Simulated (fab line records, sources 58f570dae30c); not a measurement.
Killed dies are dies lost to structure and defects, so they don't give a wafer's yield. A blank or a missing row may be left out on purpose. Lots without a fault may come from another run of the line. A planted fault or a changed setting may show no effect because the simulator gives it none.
Split-lot experiment | flow berkeley_cmos170 | 5 lots, 23 wafers read, on a route of 331 steps

THE SPLIT
At UCB170_PWELL_CVD_05 (deposits Si3N4 from SiH2Cl2/NH3, target thk 220 nm, time 3300 s), the setting time_s was moved away from the recipe's 3300 s on 15 of the 23 wafers read, by -4.5% to +14.2%. The other wafers ran this setting at the recipe's value.

The file shows no step between the split and the reading.

THE READING
PWELL_NITRIDE_THK, in nm, at UCB170_PWELL_THK_MEAS_06. Fault-free wafers of this fab line usually give 220.7 nm, standard deviation 2.5 nm.

wafer  | tool, chamber at the split | time_s as run, s | against the recipe | PWELL_NITRIDE_THK, nm | against lot-mates on the recipe
L074.1 | -, -                       | 3747             | +13.5%             | 246.4                 | no lot-mate on the recipe
L074.3 | -, -                       | 3747             | +13.5%             | 248.6                 | no lot-mate on the recipe
L074.4 | -, -                       | 3747             | +13.5%             | 249.0                 | no lot-mate on the recipe
L074.5 | -, -                       | 3747             | +13.5%             | 249.7                 | no lot-mate on the recipe
L074.6 | -, -                       | 3747             | +13.5%             | 250.1                 | no lot-mate on the recipe
L077.2 | -, -                       | 3300             | recipe             | 219.4                 | -
L077.3 | -, -                       | 3300             | recipe             | 220.7                 | -
L077.4 | -, -                       | 3300             | recipe             | 222.1                 | -
L077.5 | -, -                       | 3300             | recipe             | 219.9                 | -
L077.6 | -, -                       | 3300             | recipe             | 220.7                 | -
L081.2 | -, -                       | 3151             | -4.5%              | 208.2                 | no lot-mate on the recipe
L081.3 | -, -                       | 3151             | -4.5%              | 208.3                 | no lot-mate on the recipe
L081.4 | -, -                       | 3151             | -4.5%              | 207.4                 | no lot-mate on the recipe
L081.5 | -, -                       | 3151             | -4.5%              | 208.9                 | no lot-mate on the recipe
L081.6 | -, -                       | 3151             | -4.5%              | 209.3                 | no lot-mate on the recipe
L084.1 | lpcvd-02, 0                | 3300             | recipe             | 220.8                 | -
L084.4 | lpcvd-02, 0                | 3300             | recipe             | 220.7                 | -
L084.5 | lpcvd-02, 0                | 3300             | recipe             | 221.5                 | -
L085.1 | -, -                       | 3767             | +14.2%             | 251.7                 | no lot-mate on the recipe
L085.3 | -, -                       | 3767             | +14.2%             | 250.1                 | no lot-mate on the recipe
L085.4 | -, -                       | 3767             | +14.2%             | 251.0                 | no lot-mate on the recipe
L085.5 | -, -                       | 3767             | +14.2%             | 250.7                 | no lot-mate on the recipe
L085.6 | -, -                       | 3767             | +14.2%             | 251.4                 | no lot-mate on the recipe

THE FIT
A straight line over all 23 wafers: PWELL_NITRIDE_THK changes by +2.2 nm for each +1% of time_s; r = +1.00; the points scatter about the line by 1.3 nm.
Too few moved wafers have a lot-mate on the recipe to fit a line with each lot's own level taken away.

THE WHOLE CHAIN: every reading that the file lists as answering this split, in the file's order
step                     | what it does                                                               | reading                                                                       | change (the file's fit)              | r (the file's)
UCB170_PWELL_CVD_05      | deposits Si3N4 from SiH2Cl2/NH3, target thk 220 nm, time 3300 s            | Si3N4_of_PWELL_CVD_05.thk_nm (the simulator's own value, which no gauge read) | +2.2 nm for each +1% of the setting  | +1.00
UCB170_PWELL_THK_MEAS_06 |                                                                            | PWELL_NITRIDE_THK                                                             | +2.2 for each +1% of the setting     | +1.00
UCB170_PWELL_ETCH_14     | etches Si3N4 in CH3F/Ar/O2, stops on SiO2, target depth 242 nm, time 151 s | etch.depth_nm (the simulator's own value, which no gauge read)                | +1.57 nm for each +1% of the setting | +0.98

THE FILE'S OWN FIT
PWELL_NITRIDE_THK changes by +2.2 nm for each +1% of time_s, r = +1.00.
